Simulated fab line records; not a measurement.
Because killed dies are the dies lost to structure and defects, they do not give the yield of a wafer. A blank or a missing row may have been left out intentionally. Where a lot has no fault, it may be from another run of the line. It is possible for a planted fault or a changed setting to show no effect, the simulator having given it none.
Check of tool commonality ; flow berkeley_cmos170 ; Sample size 14 lots and 42 wafers

WHY IT WAS OPENED
At UCB170_PLDD_TW_MEAS_11 the reading PLDD_TW is flagged on 2 of 14 lots. Fault-free wafers read 1004, with a standard deviation of 8.
Rule: a lot is flagged in two cases, either no wafer of it has a number, or all its wafers with numbers fall more than 4 standard deviations from that mean. The other lots count as sound.

lot;measured;on;PLDD_TW, wafer by wafer;flag
L463;day 7 11:16;film_metro-02;1006 1010 1008;
L464;day 7 11:25;film_metro-02;1010 1005 1002;
L467;day 8 11:38;film_metro-01;1019 1015 1018;
L466;day 8 12:04;film_metro-02;997 994 994;
L469;day 8 12:18;film_metro-01;1013 1014 1012;
L468;day 8 15:07;film_metro-01;1009 1019 1013;
L471;day 9 01:13;film_metro-02;998 992 1001;
L470;day 9 01:16;film_metro-03;992 992 997;
L476;day 10 06:31;film_metro-02;953 954 954;FLAGGED
L480;day 10 07:19;film_metro-02;947 952 951;FLAGGED
L482;day 11 07:52;film_metro-02;999 997 1002;
L483;day 11 08:05;film_metro-03;1002 997 1001;
L484;day 11 21:24;film_metro-03;1001 998 996;
L485;day 11 21:42;film_metro-02;1001 997 1006;
Average over the flagged lots: 952; offset from the usual -52, equal to -7 standard deviations.

WHICH TOOL RAN EACH LOT
The record holds 2 process steps before the reading, out of a route of 331 steps. In each cell: the tool, then ch and the chambers that the sampled wafers went through, then the start.
lot;flag;UCB170_GATE_ETCH_14;UCB170_PLDD_IMPLANT_09
L463;;rie_diel-03 ch 0,1,2, day 7 08:37;implanter-01 ch 0, day 7 11:01
L464;;rie_diel-02 ch 0,3, day 7 08:53;implanter-03 ch 0, day 7 11:11
L467;;rie_diel-02 ch 0,2,3, day 8 09:46;implanter-01 ch 0, day 8 11:23
L466;;rie_diel-03 ch 0,2, day 8 10:02;implanter-03 ch 0, day 8 11:49
L469;;rie_diel-01 ch 1,3, day 8 10:14;implanter-04 ch 0, day 8 12:03
L468;;rie_diel-03 ch 2,3, day 8 10:21;implanter-01 ch 0, day 8 14:53
L471;;rie_diel-03 ch 1,2,3, day 8 22:38;implanter-03 ch 0, day 9 00:58
L470;;rie_diel-01 ch 1,3, day 8 22:45;implanter-04 ch 0, day 9 01:03
L476;FLAGGED;rie_diel-03 ch 1,2, day 10 03:54;implanter-01 ch 0, day 10 06:16
L480;FLAGGED;rie_diel-01 ch 0,2, day 10 04:01;implanter-01 ch 0, day 10 07:05
L482;;rie_diel-02 ch 0,1,2, day 11 05:10;implanter-04 ch 0, day 11 07:37
L483;;rie_diel-02 ch 0,1,2, day 11 05:40;implanter-03 ch 0, day 11 07:52
L484;;rie_diel-01 ch 0,3, day 11 19:23;implanter-03 ch 0, day 11 21:09
L485;;rie_diel-02 ch 0,2, day 11 19:39;implanter-04 ch 0, day 11 21:29
These steps, and what they do:
- UCB170_GATE_ETCH_14: etches BARC in N2/H2.
- UCB170_PLDD_IMPLANT_09
- UCB170_PLDD_TW_MEAS_11

FLAGGED OVER TOTAL, TOOL BY TOOL (the gauges that took the reading come last)
step;tool;lots run;flagged;share of the flagged lots;sound lots run after its first flagged lot
UCB170_GATE_ETCH_14;rie_diel-01;4;1;some;1 (L484)
UCB170_GATE_ETCH_14;rie_diel-02;5;0;none;-
UCB170_GATE_ETCH_14;rie_diel-03;5;1;some;0
UCB170_PLDD_IMPLANT_09;implanter-01;5;2;all;0
UCB170_PLDD_IMPLANT_09;implanter-03;5;0;none;-
UCB170_PLDD_IMPLANT_09;implanter-04;4;0;none;-
UCB170_PLDD_TW_MEAS_11;film_metro-01;3;0;none;-
UCB170_PLDD_TW_MEAS_11;film_metro-02;8;2;all;2 (L482,L485)
UCB170_PLDD_TW_MEAS_11;film_metro-03;3;0;none;-

WHAT THE TABLE PERMITS
Every flagged lot went through 2 rows of the table: implanter-01 at UCB170_PLDD_IMPLANT_09 and film_metro-02 at UCB170_PLDD_TW_MEAS_11.
- implanter-01 at UCB170_PLDD_IMPLANT_09 ran 5 lots, 2 of them flagged. Last sound lot L468 at day 8 14:53, first flagged lot L476 at day 10 06:16; a fault beginning in between fits. Its own readings lie more than 4 standard deviations out on every wafer of the flagged lots: dose_ions_cm2, faraday_current_uA.
- film_metro-02 at UCB170_PLDD_TW_MEAS_11 ran 8 lots, 2 of them flagged. After the first flagged lot (L482, L485), sound lots still ran on it; a lasting fault on the whole tool would not permit that.
implanter-01 at UCB170_PLDD_IMPLANT_09 is the single tool remaining.

WHAT THE SIMULATOR HAD PUT IN
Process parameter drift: implanter-01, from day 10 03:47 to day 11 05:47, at UCB170_PLDD_IMPLANT_09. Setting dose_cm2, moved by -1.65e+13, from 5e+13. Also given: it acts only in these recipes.
Lots struck among those shown: L476, L480. This agrees with what the rule above found.
